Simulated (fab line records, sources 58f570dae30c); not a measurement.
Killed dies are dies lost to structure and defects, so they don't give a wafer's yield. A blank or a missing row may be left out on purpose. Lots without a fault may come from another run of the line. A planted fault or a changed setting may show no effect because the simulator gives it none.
fab line records | flow berkeley_cmos170
record lots=7 wafers=21 last_day=12
route steps=331 shown GATE@129 M3@331
lots that met no fault: from a run of the same line without faults
start_h: hours from the record's first day to the start of the lot's first wafer shown | wait_h: hours since the lot's step before | " the same as in the row above | L1.1+2: a row that stands for several wafers | - no value, or no start given | * or withheld: withheld | < > ~ a bound
route shown NAME@n: a module of which the file shows steps, and the number in the route of the first | usual: mean/standard deviation of fault-free wafers | same: alike in all rows | chamber/n: place in a boat | sites: the reading at each site | _std_site: their standard deviation | _edge_site: outer sites' mean less inner sites' | radius_mm: how far each site lies from the wafer's centre | mask NAME#n: copy n | behind: the tool/chamber that last shaped the wafer | hold: why the lot was held/for how many hours/how that ended | device: the transistor (n, p or np) that didn't switch | end of line: the same wafers' tests at the end of the route | a step without rows: its recipe alone | killed: dies lost to structure and defects at the first sort, not the wafer's yield | map: a wafer's dies, x killed, . not, _ none there
set.NAME: the setting as run; set.NAME@STEP: as run at that earlier step | model.NAME: the simulator's own value behind a step, which no gauge read
lots at some steps of the route; a table a step, a row a wafer
services: from which hour (start_h, from the record's first day; less than 0 if before it) a tool's chamber was out of use, for how many hours, and why
## steps
# step UCB170_GATE_ANNEAL_03
# recipe temp_c=900 time_s=1800 ambient=N2
# step UCB170_GATE_CVD_04
# recipe material=poly-Si temp_c=610 precursor=SiH4 time_s=1440 pressure_mtorr=375 target_thk_nm=214 sih4_flow_sccm=120
# step UCB170_GATE_THK_MEAS_05
# recipe reads=poly-Si_of_GATE_CVD_04
# usual GATE_POLY_THK=214.2/1.9
# columns lot.wafer tool chamber start_h wait_h GATE_POLY_THK[nm]
L522.3 film_metro-01 - 115.11 0.0 215.2
L522.4 " - " " 215.8
L522.6 " - " " 216.6
L529.2 film_metro-02 - 145.60 0.0 210.4
L529.4 " - " " 211.0
L529.5 " - " " 210.8
L534.2 film_metro-04 - 170.11 0.0 214.3
L534.3 " - " " 215.6
L534.6 " - " " 215.1
L537.1 film_metro-01 - 188.89 0.0 213.7
L537.2 " - " " 213.9
L537.3 " - " " 214.3
L535.1 film_metro-02 - 193.18 0.0 212.4
L535.2 " - " " 211.5
L535.6 " - " " 213.1
L542.1 film_metro-02 - 213.39 0.0 212.7
L542.4 " - " " 212.9
L542.6 " - " " 210.8
L545.2 film_metro-01 - 230.25 0.1 213.9
L545.3 " - " " 213.2
L545.6 " - " " 212.4
# step UCB170_GATE_COAT_06
# recipe resist=BARC temp_c=withheld time_s=withheld spin_rpm=3000 resist_thk_nm=withheld
# step UCB170_GATE_COAT_07
# recipe resist=KrF spin_rpm=1500 resist_thk_nm=900
# step UCB170_GATE_SOFTBAKE_08
# recipe resist=KrF temp_c=130 time_s=60
# step UCB170_GATE_EXPOSE_09
# recipe mask_id=POLY target_cd_nm=350 na=0.5 sigma_outer=0.6 source_shape=conventional dose_mj=21
# step UCB170_GATE_PEB_10
# recipe peb_temp_c=130 peb_time_s=withheld resist=KrF
# step UCB170_GATE_DEVELOP_11
# recipe developer=TMAH develop_time_s=45 resist=KrF dev_temp_c=21
# step UCB170_GATE_CD_MEAS_12
# recipe target_cd_nm=350
# usual cd_nm=349.4/1.3
# columns lot.wafer tool chamber start_h wait_h cd_nm
L522.3 cd_sem-02 - 116.44 - 351.0
L522.4 " - " " 351.9
L522.6 " - " " 351.7
L529.2 cd_sem-02 - 147.57 - 348.4
L529.4 " - " " 348.3
L529.5 " - " " 347.8
L534.2 cd_sem-01 - 171.02 - 351.8
L534.3 " - " " 351.4
L534.6 " - " " 352.2
L537.1 cd_sem-02 - 190.65 - 348.8
L537.2 " - " " 348.6
L537.3 " - " " 347.9
L535.1 cd_sem-01 - 194.93 - 349.0
L535.2 " - " " 348.4
L535.6 " - " " 348.5
L542.1 cd_sem-02 - 214.45 - 349.1
L542.4 " - " " 350.2
L542.6 " - " " 350.1
L545.2 cd_sem-01 - 232.57 - 349.9
L545.3 " - " " 350.8
L545.6 " - " " 350.8
# step UCB170_GATE_OVL_MEAS_13
# usual GATE_OVL=-3/6.2
# columns lot.wafer tool chamber start_h wait_h GATE_OVL[nm]
L522.3 overlay-02 - 116.54 0.1 -12
L522.4 " - " " -18
L522.6 " - " " -8
L529.2 overlay-01 - 147.67 0.1 -5
L529.4 " - " " -2
L529.5 " - " " -2
L534.2 overlay-01 - 171.13 0.1 -10
L534.3 " - " " -6
L534.6 " - " " -10
L537.1 overlay-02 - 190.77 0.1 3
L537.2 " - " " 6
L537.3 " - " " 3
L535.1 overlay-01 - 195.05 0.1 -9
L535.2 " - " " -2
L535.6 " - " " -6
L542.1 overlay-02 - 214.57 0.1 -3
L542.4 " - " " -1
L542.6 " - " " -5
L545.2 overlay-01 - 232.67 0.1 -11
L545.3 " - " " -1
L545.6 " - " " -6
# step UCB170_GATE_ETCH_14
# recipe chemistry=N2/H2 target_depth_a=withheld overetch_a=withheld target=BARC time_s=withheld source_w=500 bias_w=97.87 pressure_mtorr=30 n2_flow_sccm=100 h2_flow_sccm=200
# usual drypump_motor_current_A=5.8/0.48 oes_product_au=0.999/0.016 throttle_valve_pct=13.39/0.15
# columns lot.wafer tool chamber start_h wait_h drypump_motor_current_A oes_product_au throttle_valve_pct
L522.3 rie_diel-02 3 116.56 0.0 6.2 1.012 13.39
L522.4 " 0 " " 6.2 1.015 13.19
L522.6 " 2 " " 5.9 0.998 13.64
L529.2 rie_diel-02 0 147.70 0.0 6.1 1.023 13.19
L529.4 " 2 " " 5.9 1.003 13.65
L529.5 " 1 " " 5.1 1.003 13.27
L534.2 rie_diel-01 3 171.16 0.0 6.0 0.978 13.19
L534.3 " 0 " " 5.9 1.022 13.35
L534.6 " 3 " " 6.0 0.972 13.18
L537.1 rie_diel-01 1 190.81 0.0 5.0 0.998 13.44
L537.2 " 2 " " 6.4 1.000 13.64
L537.3 " 0 " " 5.9 1.045 13.34
L535.1 rie_diel-03 3 195.09 0.0 5.6 1.003 13.51
L535.2 " 2 " " 6.3 0.959 13.50
L535.6 " 0 " " 5.1 1.006 13.32
L542.1 rie_diel-03 1 214.60 0.0 6.0 1.003 13.28
L542.4 " 3 " " 5.5 0.995 13.50
L542.6 " 0 " " 5.1 0.997 13.31
L545.2 rie_diel-02 0 232.70 0.0 6.1 1.010 13.20
L545.3 " 3 " " 6.2 1.012 13.40
L545.6 " 2 " " 5.9 0.987 13.63
# step UCB170_GATE_ETCH_15
# recipe chemistry=HBr/Cl2 target=poly-Si stop_on=SiO2 over_etch_frac=0.3 icp_w=300 bias_w=150 time_s=56.3 pressure_mtorr=15 HBr_flow_sccm=150 Cl2_flow_sccm=50 target_depth_a=2782
# usual drypump_motor_current_A=5.5/0.37 oes_product_au=0.837/0.01 run_length_s=84.7/0.47 throttle_valve_pct=26.33/0.16
# columns lot.wafer tool chamber start_h wait_h drypump_motor_current_A oes_product_au rf_hours_counter_h run_length_s throttle_valve_pct model.KrF_of_GATE_COAT_07.thk_nm
L522.3 rie_si-02 0 116.60 - 5.5 0.833 46 84.7 26.66 778.2
L522.4 " 3 " " 6.0 0.849 55 85.5 26.31 779.8
L522.6 " 1 " " 5.7 0.853 - 84.1 26.25 777.8
L529.2 rie_si-01 1 147.75 - 5.1 0.829 61 85.0 26.15 776.2
L529.4 " 3 " " 5.9 0.824 1 84.1 26.17 773.4
L529.5 " 1 " " 5.1 0.841 - 84.9 26.14 776
L534.2 rie_si-02 0 171.20 - 5.5 1.010 46 74.4 26.66 796.5
L534.3 " 3 " " 6.0 1.002 56 74.8 26.30 798
L534.6 " 3 " " 6.0 1.000 - 74.6 26.31 797.9
L537.1 rie_si-02 2 190.85 - 5.6 1.013 0 74.5 26.30 799.2
L537.2 " 1 " " 5.6 1.014 29 73.4 26.25 798.7
L537.3 " 3 " " 6.0 1.013 56 74.5 26.31 795.5
L535.1 rie_si-02 1 195.13 - 5.7 0.996 29 73.9 26.24 799.1
L535.2 " 0 " " 5.5 1.019 47 74.2 26.66 793.3
L535.6 " 0 " " 5.5 1.016 - 73.7 26.67 794.9
L542.1 rie_si-01 0 214.65 - 4.9 0.842 60 85.0 26.33 778.5
L542.4 " 1 " " 5.1 0.841 62 84.9 26.15 778.8
L542.6 " 3 " " 5.9 0.802 - 84.5 26.16 774.7
L545.2 rie_si-01 3 232.74 - 5.9 0.826 1 83.8 26.19 771.6
L545.3 " 0 " " 4.9 0.831 61 84.8 26.31 774.9
L545.6 " 2 " " 5.4 0.823 - 84.8 26.51 772
# step UCB170_GATE_STRIP_16
# recipe chemistry=O2 power_w=400 pressure_mtorr=3500 platen_temp_c=withheld o2_flow_sccm=400 overash_fraction=0.5
# usual drypump_motor_current_A=5.5/0.33 oes_product_au=0.724/0.0045
# columns lot.wafer tool chamber start_h wait_h drypump_motor_current_A oes_product_au rf_hours_counter_h
L522.3 plasma_asher-04 0 116.68 0.1 5.1 0.727 -
L522.4 " 1 " " 5.5 0.712 -
L522.6 " 0 " " 5.1 0.719 -
L529.2 plasma_asher-04 0 147.79 0.0 5.1 0.722 40
L529.4 " 1 " " 5.5 0.719 -
L529.5 " 1 " " 5.5 0.726 -
L534.2 plasma_asher-03 0 171.25 0.0 5.9 0.727 6
L534.3 " 0 " " 5.9 0.720 -
L534.6 " 0 " " 5.9 0.723 -
L537.1 plasma_asher-01 0 190.90 0.0 5.0 0.720 44
L537.2 " 1 " " 5.8 0.724 44
L537.3 " 0 " " 5.0 0.723 -
L535.1 plasma_asher-04 1 195.18 0.0 5.5 0.720 45
L535.2 " 0 " " 5.1 0.724 45
L535.6 " 0 " " 5.1 0.727 -
L542.1 plasma_asher-01 1 214.69 0.0 5.8 0.721 46
L542.4 " 0 " " 5.0 0.718 -
L542.6 " 0 " " 5.0 0.722 -
L545.2 plasma_asher-03 0 232.79 0.0 5.9 0.722 13
L545.3 " 0 " " 5.9 0.714 -
L545.6 " 1 " " 5.4 0.721 -
# step UCB170_M3_PROBE_99
# columns lot.wafer tool chamber start_h wait_h hold model.etest.pldd.line_ohm_um model.etest.pldd.rs_ohm_sq model.etest.nldd.rs_ohm_sq model.etest.poly_comb_over_steps.leak_log10_a_um model.etest.antenna_poly.vt_shift_v
L522.3 prober-01 - 157.61 0.2 - 1787 1088 777.4 -12.91 -0.005345
L522.4 prober-01 - 157.66 0.2 - 1863 1127 777.6 -12.71 -0.009922
L522.6 prober-01 - 157.76 0.2 - 1890 1128 775.5 -12.87 -0.0106
L529.2 prober-02 - 193.91 0.1 - 1791 1106 778.8 -12.75 -0.003986
L529.4 prober-02 - 194.01 0.2 - 1802 1107 778.4 -12.69 -0.009943
L529.5 prober-02 - 194.06 0.2 - 1825 1122 782.5 -12.69 -0.005607
L534.2 prober-01 - 208.73 0.1 await_dispo/1.7h/release 1843 1143 788.6 -6.513 -0.008342
L534.3 prober-01 - 208.78 0.2 await_dispo/1.7h/release 1881 1152 791.4 -4.621 -0.006167
L534.6 prober-01 - 208.93 0.2 await_dispo/1.7h/release 1832 1150 791 -5.333 -0.003817
L537.1 prober-02 - 233.87 0.1 await_dispo/7.9h/release 1815 1142 786.9 -5.717 -0.001623
L537.2 prober-02 - 233.92 0.1 await_dispo/7.9h/release 1850 1168 789.8 -6.015 -0.002131
L537.3 prober-02 - 233.97 0.2 await_dispo/7.9h/release 1813 1154 791 -6.332 -0.005964
L535.1 prober-01 - 234.11 0.1 await_dispo/2.5h/release 1814 1151 795.8 -4.365 -0.003772
L535.2 prober-01 - 234.16 0.1 await_dispo/2.5h/release 1774 1114 783.7 -7.836 -0.005026
L535.6 prober-01 - 234.36 0.2 await_dispo/2.5h/release 1845 1137 791.4 -6.432 -0.001346
L542.1 prober-02 - 255.73 0.1 - 1777 1112 774.9 -12.78 -0.004035
L542.4 prober-02 - 255.88 0.2 - 1785 1122 779.2 -12.9 -0.006432
L542.6 prober-02 - 255.98 0.2 - 1763 1088 773.4 -12.72 -0.01063
L545.2 prober-02 - 278.94 0.1 - 1778 1110 768.1 -12.76 -0.009788
L545.3 prober-02 - 278.99 0.2 - 1776 1101 773.1 -12.74 -0.007165
L545.6 prober-02 - 279.14 0.2 - 1769 1099 767.7 -12.77 -0.007724
# killed by level:class
L522.3 GATE:geometric_particle:open=1 GATE:geometric_particle:short=1 V1:geometric_particle:open=1 V2:geometric_particle:short=1
L522.4 GATE:geometric_particle:open=1
L522.6 GATE:geometric_particle:short=2 CONTACT:geometric_particle:short=1
L529.2 GATE:geometric_particle:short=1 V1:geometric_particle:short=1 ACTIVE:coat_microbubble_printed=1
L529.4 SPACER:geometric_particle:open=1 SPACER:geometric_particle:short=1 M3:geometric_particle:short=1
L529.5 CONTACT:geometric_particle:open=2 START:geometric_particle:short=1 CONTACT:geometric_particle:short=1 M1:geometric_particle:open=1 V2:geometric_particle:open=1
L542.1 GATE:geometric_particle:short=1
L542.4 GATE:geometric_particle:open=2 START:geometric_particle:short=1 V1:geometric_particle:short=1
L542.6 SPACER:geometric_particle:open=1 V1:geometric_particle:short=1 M3:geometric_particle:open=1
L545.2 WELLDRIVE:geometric_particle:short=1 CONTACT:geometric_particle:short=1 V1:geometric_particle:short=1 V1:geometric_particle:open=1
L545.3 SACOX:geometric_particle:short=1 M3:geometric_particle:open=1
L545.6 GATE:geometric_particle:short=1 V1:geometric_particle:open=1 M3:geometric_particle:short=1
# map L522.3 (x killed, . not)
________......._______
_____.............____
____...............___
___..x..............__
__..................._
__..................._
_.....................
_.....................
_.....................
_.....................
__..................._
__......x...........x_
___.................__
____...............___
_____.............____
________...x..._______
# map L545.2 (x killed, . not)
________......._______
_____...........x.____
____...............___
___.................__
__..................._
__..................._
_.....................
_.....................
_................x....
_.....................
__..................._
__..................._
___...........x.....__
____...............___
_____..x..........____
________......._______
## services
# columns tool chamber start_h hours kind
rie_diel-02 - 97.42 2.8 pm
rie_si-02 2 97.98 - clean
rie_si-02 2 97.98 11.0 scheduled_down
rie_si-02 2 97.98 11.0 vent_cycle
rie_diel-01 1 104.10 9.0 repair
rie_diel-02 2 107.35 3.8 repair
plasma_asher-03 - 108.75 9.0 pm
plasma_asher-03 0 108.75 9.0 vent_cycle
plasma_asher-03 1 108.75 9.0 vent_cycle
rie_diel-02 0 116.62 10.8 repair
rie_diel-03 1 117.36 1.4 repair
plasma_asher-03 0 117.75 - clean
plasma_asher-03 1 117.75 - clean
rie_diel-01 0 141.57 8.7 repair
plasma_asher-01 - 145.87 6.6 repair
rie_diel-02 0 163.29 4.0 repair
rie_diel-01 1 171.87 4.1 repair
rie_diel-01 0 195.05 6.5 repair
rie_diel-02 3 197.94 9.5 repair
rie_si-01 1 206.36 3.2 repair
plasma_asher-01 - 209.15 2.3 repair
plasma_asher-04 - 214.87 0.4 repair
rie_si-02 - 221.70 28.1 pm
## key
first_sign step=UCB170_GATE_ETCH_15 reading=run_length_s direction=down sigmas=22 usual=* struck=*
effect step=UCB170_GATE_ETCH_15 reading=oes_product_au direction=up sigmas=17 usual=0.837 struck=1.009
effect step=UCB170_M3_PROBE_99 reading=hold direction=added
model_effect step=UCB170_GATE_ETCH_15 value=KrF_of_GATE_COAT_07.thk_nm without=776.8 struck=797
model_effect step=UCB170_M3_PROBE_99 value=etest.pldd.line_ohm_um without=1760 struck=1830
met_at UCB170_GATE_ETCH_15
struck_wafers L534.2,L534.3,L534.6,L535.1,L535.2,L535.6,L537.1,L537.2,L537.3
sort_left_out L534.2,L534.3,L534.6,L535.1,L535.2,L535.6,L537.1,L537.2,L537.3
tester_left_out L534,L535,L537
onset_between 116.60 171.20
fault kind=process_parameter_drift tool=rie_si-02 chamber=- onset_h=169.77 steps=UCB170_GATE_ETCH_15 channel=time_s offset=* shape=step end_h=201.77 stated=*
# tester_left_out: of these lots the tester's yield and bins aren't shown, on N5 and GAA mostly nor the transistor test; their killed dies are dies lost to structure and defects alone, not to doping, threshold or leakage, so they don't give the yield
# sort_left_out: the simulated sort isn't trusted on such a fault, so these wafers' sort isn't shown, and their yield isn't known
